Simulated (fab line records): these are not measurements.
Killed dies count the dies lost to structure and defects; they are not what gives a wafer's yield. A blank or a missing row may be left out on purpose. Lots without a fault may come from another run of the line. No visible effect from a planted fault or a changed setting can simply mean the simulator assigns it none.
Lot-split experiment :: flow rit-cmos :: on a route of 202 steps: 5 lots, 23 wafers read

## THE SPLIT
At RIT_SILICIDE_SPUTTER_01 (material Ti, target thk 30 nm, time 240 s), the setting power-w was moved away from the recipe's 350 W on 8 of the 23 wafers read, by -8.8% to +3.8%. This setting was run at the recipe's value on the other wafers.

## THE PATH FROM SPLIT TO READING: the file shows 1 step between them
- RIT_SILICIDE_RS_MEAS_02: measures by four-point-probe

## THE READING
SILICIDE_TI_THK, in nm, at RIT_SILICIDE_THK_MEAS_03 (measures by xrf). Typical for fault-free wafers on this fab line: 29.67 nm, with standard deviation 0.27 nm.

wafer: L075.1
tool, chamber at the split: pvd-sputter-02, -
power-w as run, W: 350
against the recipe: recipe
SILICIDE_TI_THK, nm: 29.17
against lot-mates on the recipe: -

wafer: L075.2
tool, chamber at the split: pvd-sputter-02, -
power-w as run, W: 350
against the recipe: recipe
SILICIDE_TI_THK, nm: 29.53
against lot-mates on the recipe: -

wafer: L075.3
tool, chamber at the split: pvd-sputter-02, -
power-w as run, W: 350
against the recipe: recipe
SILICIDE_TI_THK, nm: 29.15
against lot-mates on the recipe: -

wafer: L075.5
tool, chamber at the split: pvd-sputter-02, -
power-w as run, W: 350
against the recipe: recipe
SILICIDE_TI_THK, nm: 29.34
against lot-mates on the recipe: -

wafer: L075.6
tool, chamber at the split: pvd-sputter-02, -
power-w as run, W: 350
against the recipe: recipe
SILICIDE_TI_THK, nm: 29.54
against lot-mates on the recipe: -

wafer: L076.1
tool, chamber at the split: pvd-sputter-01, -
power-w as run, W: 327.2
against the recipe: -6.5%
SILICIDE_TI_THK, nm: 27.99
against lot-mates on the recipe: -1.92

wafer: L076.2
tool, chamber at the split: pvd-sputter-01, -
power-w as run, W: 327.2
against the recipe: -6.5%
SILICIDE_TI_THK, nm: 27.91
against lot-mates on the recipe: -2.00

wafer: L076.4
tool, chamber at the split: pvd-sputter-01, -
power-w as run, W: 350
against the recipe: recipe
SILICIDE_TI_THK, nm: 29.84
against lot-mates on the recipe: -

wafer: L076.5
tool, chamber at the split: pvd-sputter-01, -
power-w as run, W: 327.2
against the recipe: -6.5%
SILICIDE_TI_THK, nm: 27.71
against lot-mates on the recipe: -2.20

wafer: L076.6
tool, chamber at the split: pvd-sputter-01, -
power-w as run, W: 350
against the recipe: recipe
SILICIDE_TI_THK, nm: 29.98
against lot-mates on the recipe: -

wafer: L077.1
tool, chamber at the split: pvd-sputter-02, -
power-w as run, W: 350
against the recipe: recipe
SILICIDE_TI_THK, nm: 29.59
against lot-mates on the recipe: -

wafer: L077.2
tool, chamber at the split: pvd-sputter-02, -
power-w as run, W: 319.1
against the recipe: -8.8%
SILICIDE_TI_THK, nm: 27.54
against lot-mates on the recipe: -2.16

wafer: L077.4
tool, chamber at the split: pvd-sputter-02, -
power-w as run, W: 350
against the recipe: recipe
SILICIDE_TI_THK, nm: 29.96
against lot-mates on the recipe: -

wafer: L077.5
tool, chamber at the split: pvd-sputter-02, -
power-w as run, W: 319.1
against the recipe: -8.8%
SILICIDE_TI_THK, nm: 27.26
against lot-mates on the recipe: -2.44

wafer: L077.6
tool, chamber at the split: pvd-sputter-02, -
power-w as run, W: 350
against the recipe: recipe
SILICIDE_TI_THK, nm: 29.55
against lot-mates on the recipe: -

wafer: L081.1
tool, chamber at the split: pvd-sputter-02, -
power-w as run, W: 363.4
against the recipe: +3.8%
SILICIDE_TI_THK, nm: 30.41
against lot-mates on the recipe: +0.75

wafer: L081.3
tool, chamber at the split: pvd-sputter-02, -
power-w as run, W: 363.4
against the recipe: +3.8%
SILICIDE_TI_THK, nm: 30.56
against lot-mates on the recipe: +0.90

wafer: L081.4
tool, chamber at the split: pvd-sputter-02, -
power-w as run, W: 350
against the recipe: recipe
SILICIDE_TI_THK, nm: 29.56
against lot-mates on the recipe: -

wafer: L081.5
tool, chamber at the split: pvd-sputter-02, -
power-w as run, W: 363.4
against the recipe: +3.8%
SILICIDE_TI_THK, nm: 31.00
against lot-mates on the recipe: +1.34

wafer: L081.6
tool, chamber at the split: pvd-sputter-02, -
power-w as run, W: 350
against the recipe: recipe
SILICIDE_TI_THK, nm: 29.75
against lot-mates on the recipe: -

wafer: L082.1
tool, chamber at the split: pvd-sputter-01, -
power-w as run, W: 350
against the recipe: recipe
SILICIDE_TI_THK, nm: 29.70
against lot-mates on the recipe: -

wafer: L082.4
tool, chamber at the split: pvd-sputter-01, -
power-w as run, W: 350
against the recipe: recipe
SILICIDE_TI_THK, nm: 29.76
against lot-mates on the recipe: -

wafer: L082.6
tool, chamber at the split: pvd-sputter-01, -
power-w as run, W: 350
against the recipe: recipe
SILICIDE_TI_THK, nm: 29.86
against lot-mates on the recipe: -

THE FIT
A straight line over all 23 wafers: SILICIDE_TI_THK changes by +0.261 nm for each +1% of power-w; r = +0.97; the points scatter about the line by 0.24 nm.
The same after taking each lot's own level away (the mean of its wafers on the recipe; 23 wafers): +0.279 nm for each +1%; r = +0.98; scatter 0.19 nm.
That fit puts the effect of the largest move of power-w on the reading at 2.5 nm.
The lots' own levels span 29.346 to 29.910 nm, that is 2.1 times the standard deviation above.
Hence the lot-to-lot level has little effect on the slope; both slopes agree.
Check: -2.59 nm against its lot-mates is what the line predicts for one of the wafers moved furthest among these (-8.8%) when that wafer is left out of the fit. It came out at -2.16 nm against them.

## OTHER SPLITS APPLIED TO THESE WAFERS
Other splits were also applied to these wafers ahead of the reading. Each is held against what the fit with the lots' levels taken away leaves over:
other split on the same wafers: RIT_GATE_OXIDATION_05 temp-c
wafers away from the commonest value: 13
r with SILICIDE_TI_THK (lot level and that fit taken away): -0.28

other split on the same wafers: RIT_GATE_CVD_08 sih4-flow-sccm
wafers away from the commonest value: 15
r with SILICIDE_TI_THK (lot level and that fit taken away): -0.16

other split on the same wafers: RIT_GATE_DEVELOP_15 dev-temp-c
wafers away from the commonest value: 8
r with SILICIDE_TI_THK (lot level and that fit taken away): +0.26

other split on the same wafers: RIT_NLDD_COAT_01 resist-thk-nm
wafers away from the commonest value: 11
r with SILICIDE_TI_THK (lot level and that fit taken away): +0.05

other split on the same wafers: RIT_PLDD_IMPLANT_08 dose-cm2
wafers away from the commonest value: 7
r with SILICIDE_TI_THK (lot level and that fit taken away): +0.05

other split on the same wafers: RIT_NSD_IMPLANT_08 energy-kev
wafers away from the commonest value: 9
r with SILICIDE_TI_THK (lot level and that fit taken away): +0.39

other split on the same wafers: RIT_SDANNEAL_CLEAN_02 time-s
wafers away from the commonest value: 15
r with SILICIDE_TI_THK (lot level and that fit taken away): -0.25

## THE WHOLE CHAIN: every reading that the file lists as answering this split, in the file's order
step: RIT_SILICIDE_SPUTTER_01
what it does: material Ti, target thk 30 nm, time 240 s
reading: Ti_of_SILICIDE_SPUTTER_01.thk-nm (the simulator's own value, which no gauge read)
change (the file's fit): +0.278 nm for each +1% of the setting
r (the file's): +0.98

step: RIT_SILICIDE_RS_MEAS_02
what it does: measures by four-point-probe
reading: SILICIDE_TI_RS
change (the file's fit): -0.606 for each +1% of the setting
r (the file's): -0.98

step: RIT_SILICIDE_THK_MEAS_03
what it does: measures by xrf
reading: SILICIDE_TI_THK
change (the file's fit): +0.277 for each +1% of the setting
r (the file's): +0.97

## FILE'S OWN FIT
SILICIDE_TI_THK changes by +0.277 nm for each +1% of power-w, r = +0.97.
